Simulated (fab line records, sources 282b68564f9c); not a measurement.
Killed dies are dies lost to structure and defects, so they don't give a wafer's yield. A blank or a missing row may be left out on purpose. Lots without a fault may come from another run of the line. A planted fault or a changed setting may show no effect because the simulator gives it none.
fab line records | flow rit_cmos
record lots=6 wafers=18 last_day=7
route steps=202 shown ACTIVE@1 FOX1@20 FOX2@23 M1@202
lots that met no fault: from a run of the same line without faults
start_h: hours from the record's first day to the start of the lot's first wafer shown | wait_h: hours since the lot's step before | " the same as in the row above | L1.1+2: a row that stands for several wafers | - no value, or no start given | * or withheld: withheld | < > ~ a bound
route shown NAME@n: a module of which the file shows steps, and the number in the route of the first | usual: mean/standard deviation of fault-free wafers | same: alike in all rows | chamber/n: place in a boat | sites: the reading at each site | _std_site: their standard deviation | _edge_site: outer sites' mean less inner sites' | radius_mm: how far each site lies from the wafer's centre | mask NAME#n: copy n | behind: the tool/chamber that last shaped the wafer | hold: why the lot was held/for how many hours/how that ended | device: the transistor (n, p or np) that didn't switch | end of line: the same wafers' tests at the end of the route | a step without rows: its recipe alone | killed: dies lost to structure and defects at the first sort, not the wafer's yield | map: a wafer's dies, x killed, . not, _ none there
set.NAME: the setting as run; set.NAME@STEP: as run at that earlier step | model.NAME: the simulator's own value behind a step, which no gauge read
lots at some steps of the route; a table a step, a row a wafer
services: from which hour (start_h, from the record's first day; less than 0 if before it) a tool's chamber was out of use, for how many hours, and why
## steps
# step RIT_ACTIVE_BOW_MEAS_00
# recipe mode=bow
# usual INCOMING_BOW=0/6.5
# columns lot.wafer tool chamber start_h wait_h INCOMING_BOW[um]
L388.2 film_metro-03 - 10.02 - -4
L388.3 " - " " -1
L388.6 " - " " 6
L392.1 film_metro-03 - 30.00 - -1
L392.3 " - " " 10
L392.5 " - " " 0
L393.1 film_metro-04 - 35.00 - -12
L393.4 " - " " 2
L393.6 " - " " 9
L397.2 film_metro-04 - 55.02 - 3
L397.4 " - " " 8
L397.6 " - " " 18
L405.1 film_metro-03 - 95.00 - -6
L405.3 " - " " -8
L405.4 " - " " -5
L410.1 film_metro-02 - 120.00 - 12
L410.2 " - " " -2
L410.3 " - " " -13
# step RIT_ACTIVE_OXIDATION_01
# recipe temp_c=1000 ambient=O2 target_thk_a=468 ox_time_s=3360
# step RIT_ACTIVE_THK_MEAS_02
# recipe reads=SiO2_of_ACTIVE_OXIDATION_01
# usual ACTIVE_OXIDE_THK=46.6/0.95
# columns lot.wafer tool chamber start_h wait_h ACTIVE_OXIDE_THK[nm]
L388.2 film_metro-02 - 12.52 0.0 46.3
L388.3 " - " " 46.7
L388.6 " - " " 46.6
L392.1 film_metro-03 - 32.05 0.0 48.1
L392.3 " - " " 46.9
L392.5 " - " " 47.8
L393.1 film_metro-04 - 38.20 0.0 47.2
L393.4 " - " " 47.0
L393.6 " - " " 47.0
L397.2 film_metro-02 - 57.17 0.0 46.6
L397.4 " - " " 45.8
L397.6 " - " " 46.5
L405.1 film_metro-04 - 97.74 0.0 46.4
L405.3 " - " " 46.1
L405.4 " - " " 46.6
L410.1 film_metro-02 - 122.63 0.0 45.6
L410.2 " - " " 45.4
L410.3 " - " " 44.7
# step RIT_ACTIVE_CVD_03
# recipe material=Si3N4 target_thk_nm=150 temp_c=810 precursor=SiH2Cl2/NH3 time_s=1500 pressure_mtorr=300 sih2cl2_flow_sccm=60 nh3_flow_sccm=150
# usual sih2cl2_flow_sccm=60.00/0.16
# columns lot.wafer tool chamber start_h wait_h sih2cl2_flow_sccm model.Si3N4_of_ACTIVE_CVD_03.thk_nm
L388.2 lpcvd-02 0 12.57 0.0 60.02 148.6
L388.3 " 0 " " 60.02 150.1
L388.6 " 0 " " 60.09 149.9
L392.1 lpcvd-01 0 32.11 0.1 59.77 150.1
L392.3 " 0 " " 59.95 150.1
L392.5 " 0 " " 59.71 151.2
L393.1 lpcvd-01 0 38.26 0.1 59.92 130.6
L393.4 " 0 " " 59.92 130.9
L393.6 " 0 " " 60.13 130.6
L397.2 lpcvd-01 0 57.22 0.0 59.92 129.1
L397.4 " 0 " " 59.79 128.8
L397.6 " 0 " " 60.04 127.7
L405.1 lpcvd-02 1 97.80 0.1 60.25 149.6
L405.3 " 1 " " 59.87 148.5
L405.4 " 1 " " 60.01 150.1
L410.1 lpcvd-01 0 122.69 0.1 59.91 150.4
L410.2 " 0 " " 59.61 149.4
L410.3 " 0 " " 59.91 149.1
# step RIT_ACTIVE_THK_MEAS_04
# recipe reads=Si3N4_of_ACTIVE_CVD_03
# usual ACTIVE_NITRIDE_THK=149.8/1.4
# columns lot.wafer tool chamber start_h wait_h hold ACTIVE_NITRIDE_THK[nm]
L388.2 film_metro-04 - 14.00 0.0 - 148.7
L388.3 " - " " - 150.1
L388.6 " - " " - 149.9
L392.1 film_metro-02 - 33.53 0.0 - 150.0
L392.3 " - " " - 150.2
L392.5 " - " " - 151.2
L393.1 film_metro-02 - 39.68 0.1 await_dispo/0.2h/release 130.6
L393.4 " - " " await_dispo/0.2h/release 130.8
L393.6 " - " " await_dispo/0.2h/release 130.7
L393.1 film_metro-02 - 39.91 0.2 - 130.7
L393.4 " - " " - 130.8
L393.6 " - " " - 130.6
L397.2 film_metro-02 - 58.65 0.1 await_dispo/0.2h/release 129.0
L397.4 " - " " await_dispo/0.2h/release 128.7
L397.6 " - " " await_dispo/0.2h/release 127.7
L397.2 film_metro-02 - 58.87 0.2 - 129.1
L397.4 " - " " - 128.9
L397.6 " - " " - 127.7
L405.1 film_metro-04 - 99.22 0.0 - 149.6
L405.3 " - " " - 148.6
L405.4 " - " " - 150.1
L410.1 film_metro-03 - 124.10 0.0 - 150.4
L410.2 " - " " - 149.4
L410.3 " - " " - 149.1
# step RIT_ACTIVE_COAT_06
# recipe resist=NOVOLAK spin_rpm=3250 resist_thk_nm=1000
# step RIT_ACTIVE_SOFTBAKE_07
# recipe resist=NOVOLAK temp_c=90 time_s=60
# step RIT_ACTIVE_EXPOSE_08
# recipe mask_id=M1 na=0.6 source_shape=conventional sigma_outer=0.6 target_cd_nm=1400 dose_mj=225
# step RIT_ACTIVE_PEB_09
# recipe resist=NOVOLAK temp_c=withheld time_s=withheld
# step RIT_ACTIVE_DEVELOP_10
# recipe resist=NOVOLAK develop_time_s=50 dev_temp_c=23
# step RIT_ACTIVE_CD_MEAS_11
# recipe target_cd_nm=1400
# usual cd_nm=1399.4/2
# columns lot.wafer tool chamber start_h wait_h cd_nm
L388.2 cd_sem-01 - 15.04 - 1401.4
L388.3 " - " " 1399.6
L388.6 " - " " 1398.6
L392.1 cd_sem-02 - 34.68 - 1400.3
L392.3 " - " " 1399.7
L392.5 " - " " 1397.4
L393.1 cd_sem-02 - 46.16 - 1397.0
L393.4 " - " " 1397.4
L393.6 " - " " 1398.5
L397.2 cd_sem-02 - 62.53 - 1397.7
L397.4 " - " " 1398.1
L397.6 " - " " 1398.4
L405.1 cd_sem-02 - 100.36 - 1395.3
L405.3 " - " " 1396.7
L405.4 " - " " 1398.4
L410.1 cd_sem-01 - 125.25 - 1400.4
L410.2 " - " " 1401.4
L410.3 " - " " 1400.3
# step RIT_ACTIVE_HARDBAKE_12
# recipe resist=NOVOLAK temp_c=140 time_s=60
# step RIT_ACTIVE_ETCH_13
# recipe stop_on=SiO2 chemistry=SF6 target=Si3N4 time_s=210 over_etch_frac=0.4 SF6_flow_sccm=200 pressure_mtorr=260 rf_w=125 target_depth_a=2100
# usual drypump_motor_current_A=5.6/0.46 oes_product_au=0.817/0.011 throttle_valve_pct=7.52/0.1
# columns lot.wafer tool chamber start_h wait_h drypump_motor_current_A oes_product_au rf_hours_counter_h throttle_valve_pct model.etch.depth_nm model.ACTIVE.feature_depth_nm
L388.2 rie_diel-01 1 15.29 0.1 6.0 0.833 170 7.55 148.6 148.6
L388.3 " 0 " " 5.6 0.811 6 7.59 150.1 150.8
L388.6 " 1 " " 6.0 0.842 - 7.55 149.9 149.9
L392.1 rie_diel-01 1 34.95 0.1 6.0 0.839 170 7.56 150.1 150.1
L392.3 " 3 " " 6.2 0.819 53 7.61 150.1 150.4
L392.5 " 0 " " 5.5 0.813 - 7.58 151.2 151.8
L393.1 rie_diel-01 3 46.53 0.1 6.2 0.757 53 7.63 130.6 130.9
L393.4 " 0 " " 5.6 0.754 7 7.56 130.9 131.5
L393.6 " 2 " " 5.0 0.757 - 7.49 130.6 130.6
L397.2 rie_diel-02 3 62.92 0.1 5.9 0.747 26 7.65 129.1 129.1
L397.4 " 2 " " 5.9 0.750 63 7.58 128.8 129.7
L397.6 " 3 " " 5.9 0.745 - 7.64 127.7 127.7
L405.1 rie_diel-02 3 100.63 0.1 5.9 0.808 27 7.64 149.6 149.6
L405.3 " 1 " " 4.7 0.813 152 7.44 148.5 148.7
L405.4 " 0 " " 5.1 0.815 92 7.41 150.1 150.1
L410.1 rie_diel-01 1 125.52 0.1 5.9 0.832 1 7.55 150.4 150.4
L410.2 " 2 " " 5.0 0.819 8 7.48 149.4 149.4
L410.3 " 0 " " 5.5 0.804 8 7.56 149.1 149.7
# step RIT_ACTIVE_STRIP_14
# recipe chemistry=O2 time_s=180 resist=NOVOLAK platen_temp_c=withheld power_w=500 pressure_mtorr=4000 o2_flow_sccm=4000
# usual drypump_motor_current_A=5.8/0.37 o2_flow_sccm=3998/13
# columns lot.wafer tool chamber start_h wait_h drypump_motor_current_A o2_flow_sccm rf_hours_counter_h
L388.2 plasma_asher-04 0 15.43 0.1 6.5 4004 37
L388.3 " 0 " " 6.5 3983 -
L388.6 " 0 " " 6.5 4019 -
L392.1 plasma_asher-03 1 35.09 0.1 5.6 3974 39
L392.3 " 0 " " 5.7 3974 -
L392.5 " 0 " " 5.6 3996 -
L393.1 plasma_asher-03 0 46.66 0.1 5.6 3998 40
L393.4 " 0 " " 5.7 4009 -
L393.6 " 1 " " 5.6 4010 -
L397.2 plasma_asher-04 0 63.05 0.1 6.5 3981 42
L397.4 " 0 " " 6.5 3998 -
L397.6 " 0 " " 6.5 3977 -
L405.1 plasma_asher-02 0 100.76 0.1 5.5 4012 45
L405.3 " 1 " " 5.5 3996 -
L405.4 " 0 " " 5.4 4029 -
L410.1 plasma_asher-02 0 125.66 0.1 5.5 4001 48
L410.2 " 1 " " 5.5 3999 48
L410.3 " 1 " " 5.5 4008 -
# step RIT_ACTIVE_CD_MEAS_90
# recipe target_cd_nm=1400
# usual cd_nm=1399.5/2
# columns lot.wafer tool chamber start_h wait_h cd_nm
L388.2 cd_sem-01 - 15.62 0.1 1401.6
L388.3 " - " " 1399.5
L388.6 " - " " 1398.7
L392.1 cd_sem-01 - 35.26 0.1 1400.2
L392.3 " - " " 1399.6
L392.5 " - " " 1397.8
L393.1 cd_sem-01 - 46.84 0.1 1396.7
L393.4 " - " " 1397.4
L393.6 " - " " 1398.9
L397.2 cd_sem-01 - 63.25 0.1 1398.0
L397.4 " - " " 1398.5
L397.6 " - " " 1398.4
L405.1 cd_sem-02 - 100.94 0.1 1395.5
L405.3 " - " " 1397.0
L405.4 " - " " 1398.4
L410.1 cd_sem-01 - 125.83 0.1 1400.2
L410.2 " - " " 1401.6
L410.3 " - " " 1400.4
# step RIT_ACTIVE_CLEAN_15
# recipe chemistry=SC1 mix=3:3:50 time_s=600 temp_c=75
# step RIT_ACTIVE_CLEAN_16
# recipe chemistry=dHF dilution=50:1 time_s=30
# step RIT_ACTIVE_CLEAN_17
# recipe chemistry=SC2 mix=3:3:50 time_s=600 temp_c=75 dry=n2_spin
# step RIT_FOX1_OXIDATION_00
# recipe temp_c=1100 ambient=H2O target_thk_a=3507 p_h2o_torr=720 ox_time_s=1130
# columns lot.wafer tool chamber start_h wait_h model.SiO2_of_FOX1_OXIDATION_00.thk_nm
L388.2 furnace-01 0 19.86 3.8 341.5
L388.3 " 0 " " 341.8
L388.6 " 0 " " 342.8
L392.1 furnace-01 0 37.14 1.4 347.1
L392.3 " 0 " " 348.4
L392.5 " 0 " " 342.2
L393.1 furnace-03 0 47.62 0.3 343.3
L393.4 " 0 " " 342.3
L393.6 " 0 " " 336.1
L397.2 furnace-04 0 63.73 0.0 349.3
L397.4 " 0 " " 346.8
L397.6 " 0 " " 347.8
L405.1 furnace-01 0 103.98 2.6 345.7
L405.3 " 0 " " 345.3
L405.4 " 0 " " 348.9
L410.1 furnace-04 0 127.25 0.9 352
L410.2 " 0 " " 350.4
L410.3 " 0 " " 352.8
# step RIT_FOX1_THK_MEAS_01
# recipe reads=SiO2_of_FOX1_OXIDATION_00
# usual FOX1_OXIDE_THK=350/7.2
# columns lot.wafer tool chamber start_h wait_h FOX1_OXIDE_THK[nm]
L388.2 film_metro-01 - 21.19 0.0 341
L388.3 " - " " 342
L388.6 " - " " 343
L392.1 film_metro-01 - 38.45 0.0 347
L392.3 " - " " 348
L392.5 " - " " 342
L393.1 film_metro-03 - 48.94 0.0 343
L393.4 " - " " 342
L393.6 " - " " 336
L397.2 film_metro-02 - 65.13 0.1 349
L397.4 " - " " 347
L397.6 " - " " 348
L405.1 film_metro-01 - 105.29 0.0 346
L405.3 " - " " 345
L405.4 " - " " 349
L410.1 film_metro-02 - 128.56 0.0 352
L410.2 " - " " 350
L410.3 " - " " 353
# step RIT_FOX1_WET_ETCH_02
# recipe chemistry=BOE target_depth_nm=350 time_s=390 temp_c=21.5 dry=n2_spin dilution=10:1 target=SiO2
# step RIT_FOX2_OXIDATION_00
# recipe temp_c=1100 ambient=H2O target_thk_a=3507 p_h2o_torr=720 ox_time_s=1130
# step RIT_FOX2_THK_MEAS_01
# recipe reads=SiO2_of_FOX2_OXIDATION_00
# usual FOX2_OXIDE_THK=351/7.7
# columns lot.wafer tool chamber start_h wait_h FOX2_OXIDE_THK[nm]
L388.2 film_metro-01 - 23.49 0.0 362
L388.3 " - " " 361
L388.6 " - " " 369
L392.1 film_metro-01 - 40.32 0.0 337
L392.3 " - " " 334
L392.5 " - " " 338
L393.1 film_metro-02 - 51.15 0.0 364
L393.4 " - " " 363
L393.6 " - " " 357
L397.2 film_metro-01 - 66.68 0.0 343
L397.4 " - " " 349
L397.6 " - " " 349
L405.1 film_metro-01 - 109.06 0.0 349
L405.3 " - " " 347
L405.4 " - " " 345
L410.1 film_metro-01 - 130.05 0.0 350
L410.2 " - " " 349
L410.3 " - " " 354
# step RIT_FOX2_CLEAN_02
# recipe chemistry=dHF dilution=50:1 time_s=180
# columns lot.wafer tool chamber start_h wait_h model.Si3N4_of_ACTIVE_CVD_03.thk_nm
L388.2 wet_bench-04 2 23.54 0.0 129.4
L388.3 " 2 " " 131
L388.6 " 2 " " 130.8
L392.1+3 wet_bench-04 0 40.38 0.1 130.9
L392.5 " 0 " " 131.9
L393.1+6 wet_bench-01 3 51.21 0.1 111.4
L393.4 " 3 " " 111.6
L397.2 wet_bench-02 1 66.73 0.0 110
L397.4 " 1 " " 109.7
L397.6 " 1 " " 108.5
L405.1 wet_bench-04 1 109.12 0.1 130.4
L405.3 " 1 " " 129.3
L405.4 " 1 " " 130.9
L410.1 wet_bench-01 2 130.11 0.1 131.3
L410.2 " 2 " " 130.3
L410.3 " 2 " " 129.9
# step RIT_FOX2_WET_ETCH_03
# recipe chemistry=H3PO4 target=Si3N4 target_depth_nm=195 temp_c=165 time_s=2700
# step RIT_M1_PROBE_99
# usual killed_at_M0_to_M3=0.0/0.083 killed_at_contacts=0.1/0.23 killed_at_front_end=6.7/2.7 killed_dies=6.7/2.7 killed_open=3.2/1.8 killed_short=3.5/1.9
# same gross_dies=264 killed_at_M4_up=0 killed_at_back_side=0 killed_at_other=0
# columns lot.wafer tool chamber start_h wait_h hold killed_at_M0_to_M3 killed_at_contacts killed_at_front_end killed_dies killed_open killed_short
L388.2 prober-01 - 63.95 0.1 - 0 0 3 3 1 2
L388.3 prober-01 - 64.00 0.2 - 0 0 6 6 4 2
L388.6 prober-01 - 64.15 0.2 - 0 0 6 6 3 3
L392.1 prober-01 - 79.87 0.1 - 0 0 10 10 5 5
L392.3 prober-01 - 79.97 0.2 - 0 0 9 9 4 5
L392.5 prober-01 - 80.07 0.2 - 1 0 4 5 2 3
L393.1 prober-02 - 96.55 0.1 await_dispo/2.6h/release 0 0 5 5 3 2
L397.2 prober-01 - 109.17 0.1 - 0 1 9 10 7 3
L397.4 prober-01 - 109.27 0.2 - 0 0 5 5 1 4
L397.6 prober-01 - 109.37 0.2 - 0 0 6 6 1 5
L405.1 prober-01 - 148.33 0.1 - 0 0 6 6 4 2
L405.3 prober-01 - 148.43 0.2 - 0 0 7 7 3 4
L405.4 prober-01 - 148.48 0.2 - 0 0 8 8 2 6
L410.1 prober-02 - 171.07 0.1 - 0 0 3 3 1 2
L410.2 prober-02 - 171.12 0.1 - 0 0 3 3 2 1
L410.3 prober-02 - 171.17 0.2 - 0 0 5 5 2 3
# killed by level:class
L388.2 GATE:geometric_particle:short=2 GATE:geometric_particle:open=1
L388.3 FOX2:geometric_particle:open=2 GATE:geometric_particle:open=1 REOX:geometric_particle:open=1 SPACER:geometric_particle:short=1 SILICIDE:geometric_particle:short=1
L388.6 GATE:geometric_particle:short=2 GATE:geometric_particle:open=1 REOX:geometric_particle:open=1 SPACER:geometric_particle:open=1 SILICIDE:geometric_particle:short=1
L392.1 FOX1:geometric_particle:short=2 SPACER:geometric_particle:open=2 FOX1:geometric_particle:open=1 REOX:geometric_particle:open=1 REOX:geometric_particle:short=1 SPACER:geometric_particle:short=1 SILICIDE:geometric_particle:short=1 SILICIDE:geometric_particle:open=1
L392.3 SPACER:geometric_particle:short=4 SILICIDE:geometric_particle:open=2 GATE:geometric_particle:open=1 SPACER:geometric_particle:open=1 SILICIDE:geometric_particle:short=1
L392.5 GATE:geometric_particle:short=1 REOX:geometric_particle:open=1 REOX:geometric_particle:short=1 SILICIDE:geometric_particle:open=1 M1:geometric_particle:short=1
L393.1 FOX1:geometric_particle:short=1 FOX1:geometric_particle:open=1 FOX2:geometric_particle:open=1 SILICIDE:geometric_particle:short=1 SILICIDE:geometric_particle:open=1
L397.2 GATE:geometric_particle:open=4 FOX1:geometric_particle:open=2 GATE:geometric_particle:short=2 SILICIDE:geometric_particle:short=1 CONTACT:geometric_particle:open=1
L397.4 GATE:geometric_particle:short=3 REOX:geometric_particle:open=1 SILICIDE:geometric_particle:short=1
L397.6 FOX1:geometric_particle:short=2 GATE:geometric_particle:short=2 SPACER:geometric_particle:open=1 SPACER:geometric_particle:short=1
L405.1 SPACER:geometric_particle:open=2 FOX2:geometric_particle:open=1 GATE:geometric_particle:open=1 GATE:geometric_particle:short=1 SPACER:geometric_particle:short=1
L405.3 SPACER:geometric_particle:short=2 SPACER:geometric_particle:open=2 FOX1:geometric_particle:short=1 GATE:geometric_particle:short=1 REOX:geometric_particle:open=1
L405.4 GATE:geometric_particle:open=2 SPACER:geometric_particle:short=2 FOX2:geometric_particle:short=1 GATE:geometric_particle:short=1 REOX:geometric_particle:short=1 SILICIDE:geometric_particle:short=1
L410.1 GATE:geometric_particle:open=1 SPACER:geometric_particle:short=1 SILICIDE:geometric_particle:short=1
L410.2 FOX2:geometric_particle:short=1 GATE:geometric_particle:open=1 SPACER:geometric_particle:open=1
L410.3 SPACER:geometric_particle:short=2 SILICIDE:geometric_particle:open=2 SILICIDE:geometric_particle:short=1
## services
# columns tool chamber start_h hours kind
plasma_asher-02 - -0.57 15.6 pm
rie_diel-02 - 12.49 0.5 repair
furnace-04 - 14.94 3.1 pm
furnace-04 - 17.99 3.9 pm
rie_diel-01 3 21.91 6.7 repair
rie_diel-01 2 28.70 2.9 repair
lpcvd-01 - 44.17 0.4 repair
rie_diel-01 1 44.55 - clean
rie_diel-01 1 44.55 21.6 scheduled_down
rie_diel-01 1 44.55 21.6 vent_cycle
rie_diel-01 - 80.61 2.8 pm
rie_diel-01 0 95.68 8.3 repair
lpcvd-02 - 104.20 14.6 pm
plasma_asher-03 - 108.84 9.0 pm
plasma_asher-03 0 108.84 9.0 vent_cycle
plasma_asher-03 1 108.84 9.0 vent_cycle
plasma_asher-03 0 117.84 - clean
plasma_asher-03 1 117.84 - clean
rie_diel-01 3 120.95 7.5 repair
furnace-03 - 125.49 3.2 pm
## key
first_sign step=RIT_ACTIVE_THK_MEAS_04 reading=visit direction=added
effect step=RIT_ACTIVE_THK_MEAS_04 reading=ACTIVE_NITRIDE_THK direction=down sigmas=15 usual=149.8 struck=129.6
effect step=RIT_ACTIVE_ETCH_13 reading=oes_product_au direction=down sigmas=6.1 usual=0.817 struck=0.752
model_effect step=RIT_ACTIVE_CVD_03 value=Si3N4_of_ACTIVE_CVD_03.thk_nm without=150.1 struck=129.6
model_effect step=RIT_ACTIVE_ETCH_13 value=etch.depth_nm without=150.1 struck=129.6
model_effect step=RIT_FOX1_OXIDATION_00 value=SiO2_of_FOX1_OXIDATION_00.thk_nm without=350.1 struck=344.3
model_effect step=RIT_FOX2_CLEAN_02 value=Si3N4_of_ACTIVE_CVD_03.thk_nm without=130.9 struck=110.4
met_at RIT_ACTIVE_CVD_03
struck_wafers L393.1,L393.4,L393.6,L397.2,L397.4,L397.6
rows_end L393.4,L393.6
tester_left_out L393,L397
onset_between 32.11 38.26
fault kind=process_parameter_drift tool=lpcvd-01 chamber=0 onset_h=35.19 steps=RIT_ACTIVE_CVD_03 channel=time_s offset=* shape=step end_h=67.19 acts_in=* stated=*
# tester_left_out: of these lots the tester's yield and bins aren't shown, on N5 and GAA mostly nor the transistor test; their killed dies are dies lost to structure and defects alone, not to doping, threshold or leakage, so they don't give the yield
# rows_end: these wafers met a further fault down the route, and their rows from its step on are left out
